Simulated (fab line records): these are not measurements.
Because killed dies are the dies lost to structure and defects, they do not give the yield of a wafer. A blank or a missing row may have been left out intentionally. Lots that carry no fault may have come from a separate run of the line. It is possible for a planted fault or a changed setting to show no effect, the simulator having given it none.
fab line records :: flow ritCmos
record:
  lots: 14
  wafers: 42
  lastDay: 7
route steps=202 shown SDANNEAL@153 M1@202
lots that met no fault: taken from a fault-free run of the same line
startH: the number of hours between the record's first day and the start of the first shown wafer of the lot :: waitH: how many hours have passed since the lot's step before this one :: " unchanged from the row above :: L1.1+2: a row that stands for several wafers :: - value missing, or start not given :: * or withheld: withheld :: < > ~ a bound
route shown NAME@n: NAME is a module with steps in the file, n the number in the route of the first one :: usual: mean and standard deviation over wafers with no fault :: same: alike in all rows :: chamber/n: place in a boat :: sites: the reading at each site :: _std_site: standard deviation across them :: _edge_site: inner sites' mean taken away from outer sites' mean :: radiusMm: for every site, how far away it sits from the centre of the wafer :: mask NAME#n: copy n :: behind: tool/chamber where the wafer was last shaped :: hold: what put the lot on hold/how long, in hours/how the hold closed :: device: whichever transistor did not switch (one of n, p or np) :: end of line: tests of these same wafers at the route's end :: a step with no rows: only its recipe :: killed: not the wafer's yield, but the dies lost to structure and defects at the first sort :: map: the dies of a wafer, with x for killed, . for not killed, _ for no die there
set.NAME: the run value of the setting; set.NAME@STEP: its run value at that earlier step :: model.NAME: the simulator's own value behind a step, which no gauge read
the route's steps for a sample of lots (tables are steps, rows are wafers)
== steps ==
step: RIT_SDANNEAL_CLEAN_00
recipe:
  chemistry: SC1
  mix: 3:3:50
  timeS: 600
  tempC: 75
usual:
  bathGuardTempC: 74.7/0.47
  bathHeatDutyPct: 16.5/2
  tempC: 75.00/0.1
lot.wafer: L581.1
tool: wetBench-04
chamber: 0
startH: 61.57
waitH: 0.1
bathGuardTempC: 74.5
bathHeatDutyPct: 20.1
tempC: 75.03

lot.wafer: L581.3
tool: wetBench-04
chamber: 0
startH: 61.57
waitH: 0.1
bathGuardTempC: 74.9
bathHeatDutyPct: 19.2
tempC: 75.21

lot.wafer: L581.6
tool: wetBench-04
chamber: 0
startH: 61.57
waitH: 0.1
bathGuardTempC: 75.3
bathHeatDutyPct: 19.6
tempC: 75.03

lot.wafer: L584.1
tool: wetBench-04
chamber: 1
startH: 77.52
waitH: 0.1
bathGuardTempC: 74.5
bathHeatDutyPct: 15.4
tempC: 75.24

lot.wafer: L584.2
tool: wetBench-04
chamber: 1
startH: 77.52
waitH: 0.1
bathGuardTempC: 73.6
bathHeatDutyPct: 14.7
tempC: 75.30

lot.wafer: L584.3
tool: wetBench-04
chamber: 1
startH: 77.52
waitH: 0.1
bathGuardTempC: 74.1
bathHeatDutyPct: 15.9
tempC: 75.06

lot.wafer: L585.1
tool: wetBench-02
chamber: 0
startH: 77.95
waitH: 0.1
bathGuardTempC: 75.0
bathHeatDutyPct: 17.8
tempC: 74.97

lot.wafer: L585.3
tool: wetBench-02
chamber: 0
startH: 77.95
waitH: 0.1
bathGuardTempC: 75.0
bathHeatDutyPct: 20.1
tempC: 74.99

lot.wafer: L585.4
tool: wetBench-02
chamber: 0
startH: 77.95
waitH: 0.1
bathGuardTempC: 75.0
bathHeatDutyPct: 19.0
tempC: 74.91

lot.wafer: L586.2
tool: wetBench-03
chamber: 0
startH: 90.37
waitH: 0.0
bathGuardTempC: 75.2
bathHeatDutyPct: 15.7
tempC: 74.94

lot.wafer: L586.3
tool: wetBench-03
chamber: 0
startH: 90.37
waitH: 0.0
bathGuardTempC: 75.2
bathHeatDutyPct: 16.4
tempC: 74.90

lot.wafer: L586.6
tool: wetBench-03
chamber: 0
startH: 90.37
waitH: 0.0
bathGuardTempC: 75.2
bathHeatDutyPct: 14.5
tempC: 74.91

lot.wafer: L588.1
tool: wetBench-04
chamber: 1
startH: 94.27
waitH: 0.1
bathGuardTempC: 74.4
bathHeatDutyPct: 15.6
tempC: 75.02

lot.wafer: L588.2
tool: wetBench-04
chamber: 1
startH: 94.27
waitH: 0.1
bathGuardTempC: 73.9
bathHeatDutyPct: 16.6
tempC: 75.05

lot.wafer: L588.3
tool: wetBench-04
chamber: 1
startH: 94.27
waitH: 0.1
bathGuardTempC: 74.2
bathHeatDutyPct: 17.1
tempC: 75.02

lot.wafer: L590.2
tool: wetBench-03
chamber: 1
startH: 105.54
waitH: 0.0
bathGuardTempC: 74.8
bathHeatDutyPct: 13.7
tempC: 75.02

lot.wafer: L590.3
tool: wetBench-03
chamber: 1
startH: 105.54
waitH: 0.0
bathGuardTempC: 74.7
bathHeatDutyPct: 14.4
tempC: 75.06

lot.wafer: L590.4
tool: wetBench-03
chamber: 1
startH: 105.54
waitH: 0.0
bathGuardTempC: 75.2
bathHeatDutyPct: 15.2
tempC: 75.02

lot.wafer: L591.1
tool: wetBench-04
chamber: 1
startH: 108.52
waitH: 0.1
bathGuardTempC: 73.8
bathHeatDutyPct: 16.3
tempC: 74.83

lot.wafer: L591.3
tool: wetBench-04
chamber: 1
startH: 108.52
waitH: 0.1
bathGuardTempC: 74.1
bathHeatDutyPct: 16.3
tempC: 74.98

lot.wafer: L591.4
tool: wetBench-04
chamber: 1
startH: 108.52
waitH: 0.1
bathGuardTempC: 74.2
bathHeatDutyPct: 14.6
tempC: 74.94

lot.wafer: L592.1
tool: wetBench-04
chamber: 1
startH: 120.10
waitH: 0.1
bathGuardTempC: 74.4
bathHeatDutyPct: 15.7
tempC: 74.90

lot.wafer: L592.2
tool: wetBench-04
chamber: 1
startH: 120.10
waitH: 0.1
bathGuardTempC: 73.9
bathHeatDutyPct: 15.2
tempC: 74.98

lot.wafer: L592.6
tool: wetBench-04
chamber: 1
startH: 120.10
waitH: 0.1
bathGuardTempC: 74.0
bathHeatDutyPct: 16.1
tempC: 75.15

lot.wafer: L593.2
tool: wetBench-04
chamber: 1
startH: 124.18
waitH: 0.0
bathGuardTempC: 76.8
bathHeatDutyPct: 15.4
tempC: 77.58

lot.wafer: L593.5
tool: wetBench-04
chamber: 1
startH: 124.18
waitH: 0.0
bathGuardTempC: 77.0
bathHeatDutyPct: 16.4
tempC: 77.70

lot.wafer: L593.6
tool: wetBench-04
chamber: 1
startH: 124.18
waitH: 0.0
bathGuardTempC: 76.9
bathHeatDutyPct: 15.9
tempC: 77.55

lot.wafer: L594.1
tool: wetBench-04
chamber: 2
startH: 135.84
waitH: 0.1
bathGuardTempC: 77.1
bathHeatDutyPct: 18.5
tempC: 77.61

lot.wafer: L594.5
tool: wetBench-04
chamber: 2
startH: 135.84
waitH: 0.1
bathGuardTempC: 77.1
bathHeatDutyPct: 18.0
tempC: 77.53

lot.wafer: L594.6
tool: wetBench-04
chamber: 2
startH: 135.84
waitH: 0.1
bathGuardTempC: 77.3
bathHeatDutyPct: 17.5
tempC: 77.60

lot.wafer: L595.1
tool: wetBench-02
chamber: 1
startH: 135.90
waitH: 0.1
bathGuardTempC: 74.9
bathHeatDutyPct: 17.6
tempC: 75.04

lot.wafer: L595.4
tool: wetBench-02
chamber: 1
startH: 135.90
waitH: 0.1
bathGuardTempC: 74.8
bathHeatDutyPct: 17.8
tempC: 74.98

lot.wafer: L595.5
tool: wetBench-02
chamber: 1
startH: 135.90
waitH: 0.1
bathGuardTempC: 75.0
bathHeatDutyPct: 18.7
tempC: 74.98

lot.wafer: L596.1
tool: wetBench-03
chamber: 0
startH: 138.77
waitH: 0.1
bathGuardTempC: 75.2
bathHeatDutyPct: 15.8
tempC: 74.88

lot.wafer: L596.3
tool: wetBench-03
chamber: 0
startH: 138.77
waitH: 0.1
bathGuardTempC: 75.2
bathHeatDutyPct: 15.4
tempC: 75.12

lot.wafer: L596.5
tool: wetBench-03
chamber: 0
startH: 138.77
waitH: 0.1
bathGuardTempC: 75.3
bathHeatDutyPct: 16.0
tempC: 74.80

lot.wafer: L599.1
tool: wetBench-03
chamber: 2
startH: 150.29
waitH: 0.1
bathGuardTempC: 74.3
bathHeatDutyPct: 15.1
tempC: 75.07

lot.wafer: L599.3
tool: wetBench-03
chamber: 2
startH: 150.29
waitH: 0.1
bathGuardTempC: 74.3
bathHeatDutyPct: 16.1
tempC: 75.13

lot.wafer: L599.5
tool: wetBench-03
chamber: 2
startH: 150.29
waitH: 0.1
bathGuardTempC: 74.8
bathHeatDutyPct: 16.3
tempC: 75.25

lot.wafer: L603.4
tool: wetBench-02
chamber: 3
startH: 167.53
waitH: 0.0
bathGuardTempC: 75.9
bathHeatDutyPct: 14.1
tempC: 74.95

lot.wafer: L603.5
tool: wetBench-02
chamber: 3
startH: 167.53
waitH: 0.0
bathGuardTempC: 75.6
bathHeatDutyPct: 13.0
tempC: 74.96

lot.wafer: L603.6
tool: wetBench-02
chamber: 3
startH: 167.53
waitH: 0.0
bathGuardTempC: 75.9
bathHeatDutyPct: 13.6
tempC: 74.91
step: RIT_M1_PROBE_99
usual:
  killed_at_M0_to_M3: 0.0/0.2
  killedAtContacts: 0.0/0.2
  killedAtFrontEnd: 6.8/2.9
  killedDies: 6.8/2.9
  killedOpen: 3.3/1.9
  killedShort: 3.5/2
same:
  grossDies: 264
  killed_at_M4_up: 0
  killedAtBackSide: 0
  killedAtOther: 0
lot.wafer: L581.1
tool: prober-02
chamber: -
startH: 71.10
waitH: 0.1
killed_at_M0_to_M3: 0
killedAtContacts: 0
killedAtFrontEnd: 6
killedDies: 6
killedOpen: 3
killedShort: 2

lot.wafer: L581.3
tool: prober-02
chamber: -
startH: 71.20
waitH: 0.2
killed_at_M0_to_M3: 0
killedAtContacts: 0
killedAtFrontEnd: 3
killedDies: 3
killedOpen: 3
killedShort: 0

lot.wafer: L581.6
tool: prober-02
chamber: -
startH: 71.35
waitH: 0.2
killed_at_M0_to_M3: 0
killedAtContacts: 0
killedAtFrontEnd: 4
killedDies: 4
killedOpen: 1
killedShort: 3

lot.wafer: L584.1
tool: prober-01
chamber: -
startH: 87.80
waitH: 0.1
killed_at_M0_to_M3: 0
killedAtContacts: 0
killedAtFrontEnd: 6
killedDies: 6
killedOpen: 3
killedShort: 3

lot.wafer: L584.2
tool: prober-01
chamber: -
startH: 87.85
waitH: 0.1
killed_at_M0_to_M3: 0
killedAtContacts: 0
killedAtFrontEnd: 6
killedDies: 6
killedOpen: 2
killedShort: 4

lot.wafer: L584.3
tool: prober-01
chamber: -
startH: 87.90
waitH: 0.2
killed_at_M0_to_M3: 0
killedAtContacts: 0
killedAtFrontEnd: 6
killedDies: 6
killedOpen: 0
killedShort: 6

lot.wafer: L585.1
tool: prober-02
chamber: -
startH: 87.80
waitH: 0.1
killed_at_M0_to_M3: 0
killedAtContacts: 0
killedAtFrontEnd: 5
killedDies: 5
killedOpen: 3
killedShort: 2

lot.wafer: L585.3
tool: prober-02
chamber: -
startH: 87.90
waitH: 0.2
killed_at_M0_to_M3: 0
killedAtContacts: 0
killedAtFrontEnd: 4
killedDies: 4
killedOpen: 4
killedShort: 0

lot.wafer: L585.4
tool: prober-02
chamber: -
startH: 87.95
waitH: 0.2
killed_at_M0_to_M3: 0
killedAtContacts: 0
killedAtFrontEnd: 6
killedDies: 6
killedOpen: 1
killedShort: 5

lot.wafer: L586.2
tool: prober-01
chamber: -
startH: 103.15
waitH: 0.1
killed_at_M0_to_M3: 0
killedAtContacts: 0
killedAtFrontEnd: 6
killedDies: 6
killedOpen: 1
killedShort: 5

lot.wafer: L586.3
tool: prober-01
chamber: -
startH: 103.20
waitH: 0.2
killed_at_M0_to_M3: 0
killedAtContacts: 0
killedAtFrontEnd: 3
killedDies: 3
killedOpen: 1
killedShort: 2

lot.wafer: L586.6
tool: prober-01
chamber: -
startH: 103.35
waitH: 0.2
killed_at_M0_to_M3: 0
killedAtContacts: 0
killedAtFrontEnd: 8
killedDies: 8
killedOpen: 4
killedShort: 4

lot.wafer: L588.1
tool: prober-01
chamber: -
startH: 103.40
waitH: 0.4
killed_at_M0_to_M3: 0
killedAtContacts: 0
killedAtFrontEnd: 6
killedDies: 6
killedOpen: 3
killedShort: 3

lot.wafer: L588.2
tool: prober-01
chamber: -
startH: 103.45
waitH: 0.4
killed_at_M0_to_M3: 0
killedAtContacts: 1
killedAtFrontEnd: 5
killedDies: 6
killedOpen: 2
killedShort: 4

lot.wafer: L588.3
tool: prober-01
chamber: -
startH: 103.50
waitH: 0.5
killed_at_M0_to_M3: 0
killedAtContacts: 0
killedAtFrontEnd: 9
killedDies: 9
killedOpen: 6
killedShort: 3

lot.wafer: L591.1
tool: prober-01
chamber: -
startH: 116.70
waitH: 0.1
killed_at_M0_to_M3: 0
killedAtContacts: 0
killedAtFrontEnd: 11
killedDies: 11
killedOpen: 7
killedShort: 4

lot.wafer: L591.3
tool: prober-01
chamber: -
startH: 116.80
waitH: 0.2
killed_at_M0_to_M3: 0
killedAtContacts: 0
killedAtFrontEnd: 4
killedDies: 4
killedOpen: 3
killedShort: 1

lot.wafer: L591.4
tool: prober-01
chamber: -
startH: 116.85
waitH: 0.2
killed_at_M0_to_M3: 0
killedAtContacts: 0
killedAtFrontEnd: 6
killedDies: 6
killedOpen: 4
killedShort: 2

lot.wafer: L590.2
tool: prober-02
chamber: -
startH: 116.75
waitH: 0.1
killed_at_M0_to_M3: 0
killedAtContacts: 0
killedAtFrontEnd: 13
killedDies: 13
killedOpen: 10
killedShort: 3

lot.wafer: L590.3
tool: prober-02
chamber: -
startH: 116.80
waitH: 0.2
killed_at_M0_to_M3: 0
killedAtContacts: 0
killedAtFrontEnd: 11
killedDies: 11
killedOpen: 4
killedShort: 7

lot.wafer: L590.4
tool: prober-02
chamber: -
startH: 116.85
waitH: 0.2
killed_at_M0_to_M3: 0
killedAtContacts: 0
killedAtFrontEnd: 18
killedDies: 18
killedOpen: 8
killedShort: 10

lot.wafer: L592.1
tool: prober-01
chamber: -
startH: 129.54
waitH: 0.1
killed_at_M0_to_M3: 0
killedAtContacts: 0
killedAtFrontEnd: 9
killedDies: 9
killedOpen: 4
killedShort: 5

lot.wafer: L592.2
tool: prober-01
chamber: -
startH: 129.59
waitH: 0.1
killed_at_M0_to_M3: 0
killedAtContacts: 0
killedAtFrontEnd: 11
killedDies: 11
killedOpen: 8
killedShort: 3

lot.wafer: L592.6
tool: prober-01
chamber: -
startH: 129.79
waitH: 0.2
killed_at_M0_to_M3: 0
killedAtContacts: 0
killedAtFrontEnd: 8
killedDies: 8
killedOpen: 4
killedShort: 3

lot.wafer: L593.2
tool: prober-02
chamber: -
startH: 132.41
waitH: 0.1
killed_at_M0_to_M3: 0
killedAtContacts: 0
killedAtFrontEnd: 8
killedDies: 8
killedOpen: 5
killedShort: 3

lot.wafer: L593.5
tool: prober-02
chamber: -
startH: 132.56
waitH: 0.2
killed_at_M0_to_M3: 0
killedAtContacts: 0
killedAtFrontEnd: 7
killedDies: 7
killedOpen: 4
killedShort: 3

lot.wafer: L593.6
tool: prober-02
chamber: -
startH: 132.61
waitH: 0.2
killed_at_M0_to_M3: 0
killedAtContacts: 0
killedAtFrontEnd: 1
killedDies: 1
killedOpen: 1
killedShort: 0

lot.wafer: L594.1
tool: prober-01
chamber: -
startH: 143.76
waitH: 0.1
killed_at_M0_to_M3: 0
killedAtContacts: 0
killedAtFrontEnd: 2
killedDies: 2
killedOpen: 1
killedShort: 1

lot.wafer: L594.5
tool: prober-01
chamber: -
startH: 143.96
waitH: 0.2
killed_at_M0_to_M3: 0
killedAtContacts: 1
killedAtFrontEnd: 6
killedDies: 7
killedOpen: 2
killedShort: 5

lot.wafer: L594.6
tool: prober-01
chamber: -
startH: 144.01
waitH: 0.2
killed_at_M0_to_M3: 0
killedAtContacts: 0
killedAtFrontEnd: 4
killedDies: 4
killedOpen: 2
killedShort: 1

lot.wafer: L595.1
tool: prober-02
chamber: -
startH: 145.52
waitH: 0.1
killed_at_M0_to_M3: 0
killedAtContacts: 0
killedAtFrontEnd: 3
killedDies: 3
killedOpen: 1
killedShort: 2

lot.wafer: L595.4
tool: prober-02
chamber: -
startH: 145.67
waitH: 0.2
killed_at_M0_to_M3: 0
killedAtContacts: 0
killedAtFrontEnd: 7
killedDies: 7
killedOpen: 4
killedShort: 3

lot.wafer: L595.5
tool: prober-02
chamber: -
startH: 145.72
waitH: 0.2
killed_at_M0_to_M3: 0
killedAtContacts: 0
killedAtFrontEnd: 4
killedDies: 4
killedOpen: 2
killedShort: 2

lot.wafer: L596.1
tool: prober-01
chamber: -
startH: 147.02
waitH: 0.1
killed_at_M0_to_M3: 0
killedAtContacts: 0
killedAtFrontEnd: 9
killedDies: 9
killedOpen: 6
killedShort: 3

lot.wafer: L596.3
tool: prober-01
chamber: -
startH: 147.12
waitH: 0.2
killed_at_M0_to_M3: 0
killedAtContacts: 0
killedAtFrontEnd: 7
killedDies: 7
killedOpen: 4
killedShort: 3

lot.wafer: L596.5
tool: prober-01
chamber: -
startH: 147.22
waitH: 0.2
killed_at_M0_to_M3: 0
killedAtContacts: 0
killedAtFrontEnd: 8
killedDies: 8
killedOpen: 3
killedShort: 5

lot.wafer: L599.1
tool: prober-02
chamber: -
startH: 158.84
waitH: 0.1
killed_at_M0_to_M3: 0
killedAtContacts: 0
killedAtFrontEnd: 12
killedDies: 12
killedOpen: 6
killedShort: 6

lot.wafer: L599.3
tool: prober-02
chamber: -
startH: 158.94
waitH: 0.2
killed_at_M0_to_M3: 0
killedAtContacts: 0
killedAtFrontEnd: 7
killedDies: 7
killedOpen: 3
killedShort: 4

lot.wafer: L599.5
tool: prober-02
chamber: -
startH: 159.04
waitH: 0.2
killed_at_M0_to_M3: 0
killedAtContacts: 0
killedAtFrontEnd: 5
killedDies: 5
killedOpen: 1
killedShort: 4

lot.wafer: L603.4
tool: prober-02
chamber: -
startH: 175.86
waitH: 0.2
killed_at_M0_to_M3: 0
killedAtContacts: 0
killedAtFrontEnd: 3
killedDies: 3
killedOpen: 1
killedShort: 2

lot.wafer: L603.5
tool: prober-02
chamber: -
startH: 175.91
waitH: 0.2
killed_at_M0_to_M3: 1
killedAtContacts: 0
killedAtFrontEnd: 4
killedDies: 5
killedOpen: 3
killedShort: 2

lot.wafer: L603.6
tool: prober-02
chamber: -
startH: 175.96
waitH: 0.2
killed_at_M0_to_M3: 0
killedAtContacts: 0
killedAtFrontEnd: 6
killedDies: 6
killedOpen: 4
killedShort: 2
killed by level:class
L581.1 REOX:geometricParticle:open=2 GATE:geometricParticle:short=1 GATE:geometricParticle:open=1 REOX:geometricParticle:short=1 NLDD:coatMicrobubblePrinted=1
L581.3 FOX2:geometricParticle:open=1 REOX:geometricParticle:open=1 SILICIDE:geometricParticle:open=1
L581.6 GATE:geometricParticle:short=3 REOX:geometricParticle:open=1
L584.1 FOX1:geometricParticle:open=1 FOX2:geometricParticle:open=1 FOX2:geometricParticle:short=1 GATE:geometricParticle:short=1 REOX:geometricParticle:short=1 SILICIDE:geometricParticle:open=1
L585.1 FOX1:geometricParticle:open=1 FOX1:geometricParticle:short=1 GATE:geometricParticle:short=1 GATE:geometricParticle:open=1 SILICIDE:geometricParticle:open=1
L584.2 FOX2:geometricParticle:short=1 GATE:geometricParticle:short=1 GATE:geometricParticle:open=1 REOX:geometricParticle:short=1 SPACER:geometricParticle:open=1 SILICIDE:geometricParticle:short=1
L584.3 GATE:geometricParticle:short=2 REOX:geometricParticle:short=2 FOX1:geometricParticle:short=1 FOX2:geometricParticle:short=1
L585.3 GATE:geometricParticle:open=2 SILICIDE:geometricParticle:open=2
L585.4 GATE:geometricParticle:short=2 REOX:geometricParticle:short=2 FOX1:geometricParticle:open=1 SPACER:geometricParticle:short=1
L586.2 GATE:geometricParticle:short=3 REOX:geometricParticle:short=2 SPACER:geometricParticle:open=1
L586.3 GATE:geometricParticle:short=2 FOX2:geometricParticle:open=1
L586.6 GATE:geometricParticle:open=3 REOX:geometricParticle:short=2 GATE:geometricParticle:short=1 REOX:geometricParticle:open=1 SPACER:geometricParticle:short=1
L588.1 FOX1:geometricParticle:short=3 FOX1:geometricParticle:open=1 FOX2:geometricParticle:open=1 SILICIDE:geometricParticle:open=1
L588.2 FOX2:geometricParticle:short=2 GATE:geometricParticle:open=2 GATE:geometricParticle:short=1 CONTACT:geometricParticle:short=1
L588.3 GATE:geometricParticle:open=2 REOX:geometricParticle:open=2 SPACER:geometricParticle:open=2 FOX2:geometricParticle:short=1 GATE:geometricParticle:short=1 SPACER:geometricParticle:short=1
L591.1 SPACER:geometricParticle:open=6 GATE:geometricParticle:short=3 FOX1:geometricParticle:short=1 GATE:geometricParticle:open=1
L590.2 FOX2:geometricParticle:open=3 GATE:geometricParticle:open=3 GATE:geometricParticle:short=2 REOX:geometricParticle:open=2 FOX1:geometricParticle:open=1 REOX:geometricParticle:short=1 SILICIDE:geometricParticle:open=1
L590.3 GATE:geometricParticle:short=5 GATE:geometricParticle:open=2 FOX2:geometricParticle:open=1 REOX:geometricParticle:short=1 REOX:geometricParticle:open=1 SPACER:geometricParticle:short=1
L591.3 FOX2:geometricParticle:open=1 GATE:geometricParticle:open=1 REOX:geometricParticle:open=1 SPACER:geometricParticle:short=1
L590.4 GATE:geometricParticle:short=4 GATE:geometricParticle:open=3 FOX2:geometricParticle:open=2 FOX2:geometricParticle:short=2 REOX:geometricParticle:open=2 SILICIDE:geometricParticle:short=2 FOX1:geometricParticle:open=1 REOX:geometricParticle:short=1
L591.4 GATE:geometricParticle:open=3 FOX1:geometricParticle:open=1 SPACER:geometricParticle:short=1 SILICIDE:geometricParticle:short=1
L592.1 GATE:geometricParticle:short=2 SILICIDE:geometricParticle:short=2 FOX2:geometricParticle:open=1 GATE:geometricParticle:open=1 REOX:geometricParticle:short=1 REOX:geometricParticle:open=1 SPACER:geometricParticle:open=1
L592.2 GATE:geometricParticle:open=5 GATE:geometricParticle:short=3 FOX1:geometricParticle:open=2 SILICIDE:geometricParticle:open=1
L592.6 SPACER:geometricParticle:open=2 FOX2:geometricParticle:open=1 FOX2:geometricParticle:short=1 GATE:geometricParticle:open=1 GATE:geometricParticle:short=1 SPACER:geometricParticle:short=1 PRETRO:coatMicrobubblePrinted=1
L593.2 GATE:geometricParticle:open=3 GATE:geometricParticle:short=2 FOX1:geometricParticle:open=1 FOX2:geometricParticle:open=1 REOX:geometricParticle:short=1
L593.5 GATE:geometricParticle:open=4 GATE:geometricParticle:short=3
L593.6 SPACER:geometricParticle:open=1
L594.1 ACTIVE:geometricParticle:short=1 SILICIDE:geometricParticle:open=1
L594.5 GATE:geometricParticle:short=4 GATE:geometricParticle:open=2 CONTACT:geometricParticle:short=1
L594.6 FOX1:geometricParticle:open=2 GATE:geometricParticle:short=1 NWELL:coatMicrobubblePrinted=1
L595.1 GATE:geometricParticle:short=2 FOX1:geometricParticle:open=1
L595.4 FOX1:geometricParticle:open=2 SILICIDE:geometricParticle:open=2 FOX1:geometricParticle:short=1 REOX:geometricParticle:short=1 SILICIDE:geometricParticle:short=1
L595.5 GATE:geometricParticle:short=1 REOX:geometricParticle:open=1 SPACER:geometricParticle:short=1 SPACER:geometricParticle:open=1
L596.1 GATE:geometricParticle:open=4 FOX1:geometricParticle:open=2 GATE:geometricParticle:short=2 REOX:geometricParticle:short=1
L596.3 GATE:geometricParticle:short=2 SILICIDE:geometricParticle:open=2 GATE:geometricParticle:open=1 REOX:geometricParticle:open=1 SILICIDE:geometricParticle:short=1
L596.5 FOX1:geometricParticle:short=2 GATE:geometricParticle:short=2 GATE:geometricParticle:open=2 FOX2:geometricParticle:short=1 SPACER:geometricParticle:open=1
L599.1 GATE:geometricParticle:open=3 GATE:geometricParticle:short=3 REOX:geometricParticle:open=2 FOX1:geometricParticle:short=1 SPACER:geometricParticle:open=1 SPACER:geometricParticle:short=1 SILICIDE:geometricParticle:short=1
L599.3 REOX:geometricParticle:short=2 FOX1:geometricParticle:open=1 FOX2:geometricParticle:short=1 SPACER:geometricParticle:open=1 SILICIDE:geometricParticle:open=1 SILICIDE:geometricParticle:short=1
L599.5 GATE:geometricParticle:short=3 FOX1:geometricParticle:short=1 GATE:geometricParticle:open=1
L603.4 FOX1:geometricParticle:short=1 GATE:geometricParticle:short=1 SILICIDE:geometricParticle:open=1
L603.5 GATE:geometricParticle:short=1 GATE:geometricParticle:open=1 SILICIDE:geometricParticle:short=1 SILICIDE:geometricParticle:open=1 M1:geometricParticle:open=1
L603.6 REOX:geometricParticle:open=2 FOX1:geometricParticle:open=1 FOX1:geometricParticle:short=1 GATE:geometricParticle:short=1 SILICIDE:geometricParticle:open=1
== key ==
firstSign:
  step: RIT_SDANNEAL_CLEAN_00
  reading: tempC
  direction: up
  sigmas: 26
  usual: *
  struck: *
effect:
  step: RIT_SDANNEAL_CLEAN_00
  reading: bathGuardTempC
  direction: up
  sigmas: 4.8
  usual: *
  struck: *
metAt RIT_SDANNEAL_CLEAN_00
struckLots L593,L594
testerLeftOut L593,L594
onsetBetween 120.10 124.18
fault:
  kind: processParameterDrift
  tool: wetBench-04
  chamber: -
  onsetH: 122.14
  steps: RIT_SDANNEAL_CLEAN_00
  channel: tempC
  offset: *
  shape: step
  endH: 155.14
  actsIn: *
  stated: *
testerLeftOut: of these lots the tester's yield and bins aren't shown, on N5 and GAA mostly nor the transistor test; their killed dies are dies lost to structure and defects alone, not to doping, threshold or leakage, so they don't give the yield
